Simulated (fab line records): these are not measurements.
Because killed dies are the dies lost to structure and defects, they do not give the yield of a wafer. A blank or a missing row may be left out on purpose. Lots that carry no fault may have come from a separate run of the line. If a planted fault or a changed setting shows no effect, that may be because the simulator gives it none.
Split-lot study / flow berkeleyCmos170 / 23 wafers read from 5 lots, route of 331 steps

## ABOUT THE SPLIT
At UCB170_NSD_COAT_01 (resist thk 900 nm), the setting resistThkNm was moved away from the recipe's 900 nm on 8 of the 23 wafers read, by +1.6% to +4.8%. All remaining wafers had this setting at the recipe value.

Reading taken at the split's own step.

## THE READING
KrF_of_NSD_COAT_01.thkNm (the simulator's own value, which no gauge read), in nm, at UCB170_NSD_COAT_01 (resist thk 900 nm). No usual value for it is given in the file. Across the 15 wafers here that went through the recipe, the average is 902.0 nm and the standard deviation 3.5 nm.

wafer=L074.4; tool, chamber at the split=lithoTrack-04, 0; resistThkNm as run, nm=900; against the recipe=recipe; KrF_of_NSD_COAT_01.thkNm, nm=899.8; against lot-mates on the recipe=-
wafer=L074.5; tool, chamber at the split=lithoTrack-04, 0; resistThkNm as run, nm=900; against the recipe=recipe; KrF_of_NSD_COAT_01.thkNm, nm=898.8; against lot-mates on the recipe=-
wafer=L074.6; tool, chamber at the split=lithoTrack-04, 0; resistThkNm as run, nm=900; against the recipe=recipe; KrF_of_NSD_COAT_01.thkNm, nm=902.6; against lot-mates on the recipe=-
wafer=L077.1; tool, chamber at the split=lithoTrack-01, 0; resistThkNm as run, nm=900; against the recipe=recipe; KrF_of_NSD_COAT_01.thkNm, nm=898.9; against lot-mates on the recipe=-
wafer=L077.2; tool, chamber at the split=lithoTrack-01, 0; resistThkNm as run, nm=914.2; against the recipe=+1.6%; KrF_of_NSD_COAT_01.thkNm, nm=908.7; against lot-mates on the recipe=+11.7
wafer=L077.3; tool, chamber at the split=lithoTrack-01, 0; resistThkNm as run, nm=900; against the recipe=recipe; KrF_of_NSD_COAT_01.thkNm, nm=896.3; against lot-mates on the recipe=-
wafer=L077.4; tool, chamber at the split=lithoTrack-01, 0; resistThkNm as run, nm=914.2; against the recipe=+1.6%; KrF_of_NSD_COAT_01.thkNm, nm=911.7; against lot-mates on the recipe=+14.7
wafer=L077.6; tool, chamber at the split=lithoTrack-01, 0; resistThkNm as run, nm=900; against the recipe=recipe; KrF_of_NSD_COAT_01.thkNm, nm=895.9; against lot-mates on the recipe=-
wafer=L079.1; tool, chamber at the split=lithoTrack-04, 0; resistThkNm as run, nm=926; against the recipe=+2.9%; KrF_of_NSD_COAT_01.thkNm, nm=929.6; against lot-mates on the recipe=+28.4
wafer=L079.2; tool, chamber at the split=lithoTrack-04, 0; resistThkNm as run, nm=926; against the recipe=+2.9%; KrF_of_NSD_COAT_01.thkNm, nm=924.4; against lot-mates on the recipe=+23.1
wafer=L079.3; tool, chamber at the split=lithoTrack-04, 0; resistThkNm as run, nm=900; against the recipe=recipe; KrF_of_NSD_COAT_01.thkNm, nm=900.9; against lot-mates on the recipe=-
wafer=L079.4; tool, chamber at the split=lithoTrack-04, 0; resistThkNm as run, nm=900; against the recipe=recipe; KrF_of_NSD_COAT_01.thkNm, nm=901.6; against lot-mates on the recipe=-
wafer=L079.6; tool, chamber at the split=lithoTrack-04, 0; resistThkNm as run, nm=926; against the recipe=+2.9%; KrF_of_NSD_COAT_01.thkNm, nm=929; against lot-mates on the recipe=+27.8
wafer=L078.2; tool, chamber at the split=lithoTrack-03, 0; resistThkNm as run, nm=900; against the recipe=recipe; KrF_of_NSD_COAT_01.thkNm, nm=905.7; against lot-mates on the recipe=-
wafer=L078.4; tool, chamber at the split=lithoTrack-03, 0; resistThkNm as run, nm=900; against the recipe=recipe; KrF_of_NSD_COAT_01.thkNm, nm=905.7; against lot-mates on the recipe=-
wafer=L078.3; tool, chamber at the split=lithoTrack-03, 0; resistThkNm as run, nm=900; against the recipe=recipe; KrF_of_NSD_COAT_01.thkNm, nm=905.4; against lot-mates on the recipe=-
wafer=L078.5; tool, chamber at the split=lithoTrack-03, 0; resistThkNm as run, nm=900; against the recipe=recipe; KrF_of_NSD_COAT_01.thkNm, nm=907.7; against lot-mates on the recipe=-
wafer=L078.6; tool, chamber at the split=lithoTrack-03, 0; resistThkNm as run, nm=900; against the recipe=recipe; KrF_of_NSD_COAT_01.thkNm, nm=905.2; against lot-mates on the recipe=-
wafer=L082.2; tool, chamber at the split=lithoTrack-04, 0; resistThkNm as run, nm=900; against the recipe=recipe; KrF_of_NSD_COAT_01.thkNm, nm=901.4; against lot-mates on the recipe=-
wafer=L082.3; tool, chamber at the split=lithoTrack-04, 0; resistThkNm as run, nm=943.1; against the recipe=+4.8%; KrF_of_NSD_COAT_01.thkNm, nm=946; against lot-mates on the recipe=+43.1
wafer=L082.4; tool, chamber at the split=lithoTrack-04, 0; resistThkNm as run, nm=943.1; against the recipe=+4.8%; KrF_of_NSD_COAT_01.thkNm, nm=946.5; against lot-mates on the recipe=+43.6
wafer=L082.5; tool, chamber at the split=lithoTrack-04, 0; resistThkNm as run, nm=943.1; against the recipe=+4.8%; KrF_of_NSD_COAT_01.thkNm, nm=944.2; against lot-mates on the recipe=+41.3
wafer=L082.6; tool, chamber at the split=lithoTrack-04, 0; resistThkNm as run, nm=900; against the recipe=recipe; KrF_of_NSD_COAT_01.thkNm, nm=904.4; against lot-mates on the recipe=-

FIT RESULTS
A straight line over all 23 wafers: KrF_of_NSD_COAT_01.thkNm changes by +8.97 nm for each +1% of resistThkNm; r = +0.98; the points scatter about the line by 3.6 nm.
The same after taking each lot's own level away (the mean of its wafers on the recipe; 23 wafers): +8.95 nm for each +1%; r = +1.00; scatter 1.5 nm.
On that fit, the largest move of resistThkNm shifts the reading by 43 nm.
Across the lots, their own levels run from 897.03 to 905.94 nm, a range of 2.5 times the standard deviation given above.
The two slopes agree, so the slope changes little with the lot-to-lot level.
Check: +42.7 nm against its lot-mates is what the line predicts for one of the wafers moved furthest among these (+4.8%) when that wafer is left out of the fit. It came out at +43.1 nm against them.

## OTHER SPLITS ON THESE WAFERS
Other splits were also applied to these wafers ahead of the reading. Each is held against what the fit with the lots' levels taken away leaves over:
other split on the same wafers=UCB170_ZERO_STRIP_07 o2FlowSccm; wafers away from the commonest value=10; r with KrF_of_NSD_COAT_01.thkNm (lot level and that fit taken away)=+0.15
other split on the same wafers=UCB170_NWELL_CVD_04 pressureMtorr; wafers away from the commonest value=15; r with KrF_of_NSD_COAT_01.thkNm (lot level and that fit taken away)=+0.06
other split on the same wafers=UCB170_NWELL_IMPLANT_14 doseCm2; wafers away from the commonest value=8; r with KrF_of_NSD_COAT_01.thkNm (lot level and that fit taken away)=+0.24
other split on the same wafers=UCB170_PWELL_OXIDATION_02 oxTimeS; wafers away from the commonest value=18; r with KrF_of_NSD_COAT_01.thkNm (lot level and that fit taken away)=-0.08
other split on the same wafers=UCB170_ACTIVE_OXIDATION_02 tempC; wafers away from the commonest value=15; r with KrF_of_NSD_COAT_01.thkNm (lot level and that fit taken away)=+0.12
other split on the same wafers=UCB170_ACTIVE_COAT_08 resistThkNm; wafers away from the commonest value=9; r with KrF_of_NSD_COAT_01.thkNm (lot level and that fit taken away)=+0.10
other split on the same wafers=UCB170_ACTIVE_SOFTBAKE_09 timeS; wafers away from the commonest value=5; r with KrF_of_NSD_COAT_01.thkNm (lot level and that fit taken away)=-0.20
other split on the same wafers=UCB170_ACTIVE_STRIP_16 powerW; wafers away from the commonest value=7; r with KrF_of_NSD_COAT_01.thkNm (lot level and that fit taken away)=-0.31
other split on the same wafers=UCB170_GATE_COAT_07 spinRpm; wafers away from the commonest value=11; r with KrF_of_NSD_COAT_01.thkNm (lot level and that fit taken away)=+0.27
other split on the same wafers=UCB170_NLDD_PEB_04 pebTempC; wafers away from the commonest value=11; r with KrF_of_NSD_COAT_01.thkNm (lot level and that fit taken away)=+0.15
other split on the same wafers=UCB170_PSD_IMPLANT_08 doseCm2; wafers away from the commonest value=4; r with KrF_of_NSD_COAT_01.thkNm (lot level and that fit taken away)=+0.24

## THE FILE'S OWN FIT
KrF_of_NSD_COAT_01.thkNm changes by +8.93 nm for each +1% of resistThkNm, r = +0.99.
